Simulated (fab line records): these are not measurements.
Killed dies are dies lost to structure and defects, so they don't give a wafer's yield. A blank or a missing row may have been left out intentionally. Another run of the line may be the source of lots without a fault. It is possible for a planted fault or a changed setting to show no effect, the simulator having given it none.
A struck lot beside a sound one ; flow rit_cmos ; 15 steps out of a route of 202
Sound: wafers L324.3, L324.4, L324.5. Struck: wafers L322.1, L322.5, L322.6. The cause is named last.
Order at every step that has rows: each side's tool, ch and its chambers, its first start. Under that, the readings that differ: sound wafers ; struck wafers ; difference of the means ; sigmas: that difference in standard deviations of wafers without a fault.
alike: a reading whose means differ by less than 2 such deviations, as well as words and numbers matching on both sides. not compared: withheld readings; readings where some wafer has no value; bounds like >300 that might hide an equal value; numbers whose values overlap and for which the record gives no deviation.
The two part at a step that has a row with sigmas, a row that says differs or no value, or rows on one side only. Non-overlapping numbers with no deviation appear without sigmas and do not part them. A reading missing from all wafers of one side parts the sides only when that side holds two or more wafers.

RIT_SPACER_ETCHBACK_05: etches Si3N4 in SF6/CHF3, stops on SiO2, target depth 250 nm, time 240 s.
  sound on rie_diel-01 ch 0,1,3, day 6 04:49; struck on rie_diel-03 ch 0,2,3, day 5 18:08
  alike: drypump_motor_current_A, oes_product_au, throttle_valve_pct
  not compared: rf_hours_counter_h
then, 6 steps without rows for these wafers: RIT_NSD_HMDS_00 (prime time 60 s); RIT_NSD_COAT_01 (resist thk 1000 nm); RIT_NSD_SOFTBAKE_02 (time 60 s); RIT_NSD_EXPOSE_03 (exposes mask M9, target cd 40700 nm); RIT_NSD_PEB_04; RIT_NSD_DEVELOP_05 (develop time 50 s).
RIT_NSD_OVL_MEAS_06:
  sound on overlay-01 at day 6 05:50; struck on overlay-02 at day 5 19:16
  alike: NSD_OVL
then, 2 steps without rows for these wafers: RIT_NSD_HARDBAKE_07 (time 60 s); RIT_NSD_IMPLANT_08.
RIT_NSD_STRIP_09: strips in O2, time 180 s.
  sound on plasma_asher-01 ch 0,1, day 6 06:13; struck on plasma_asher-01 ch 0,1, day 5 19:36
  alike: drypump_motor_current_A
  not compared: rf_hours_counter_h
RIT_NSD_TW_MEAS_10:
  sound on film_metro-03 at day 6 06:21; struck on film_metro-01 at day 5 19:47
  alike: NSD_TW
RIT_PSD_HMDS_00: prime time 60 s.
  sound on litho_track-04 ch 0, day 6 06:26; struck on litho_track-02 ch 0, day 5 19:50
reading;sound;struck;difference;sigmas
prime_temp_c (C);140.10 140.06 140.22;150.24 150.26 150.01;+10.04;+72
then, 1 step without rows for these wafers: RIT_PSD_COAT_01 (resist thk 1000 nm).
RIT_M1_PROBE_99:
  sound on prober-01 at day 6 15:49; struck on prober-01 at day 6 05:14
reading;sound;struck;difference;sigmas
killed_short;3 1 2;2 10 8;+5;+2
  alike: killed_at_contacts, killed_at_front_end, killed_dies, killed_open

== WHERE THEY PART ==
Last at RIT_M1_PROBE_99 as far as this record goes, first at RIT_PSD_HMDS_00.

WHY: what the simulator had put in
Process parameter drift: litho_track-02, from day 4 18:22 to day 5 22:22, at RIT_PSD_HMDS_00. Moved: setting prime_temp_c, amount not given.
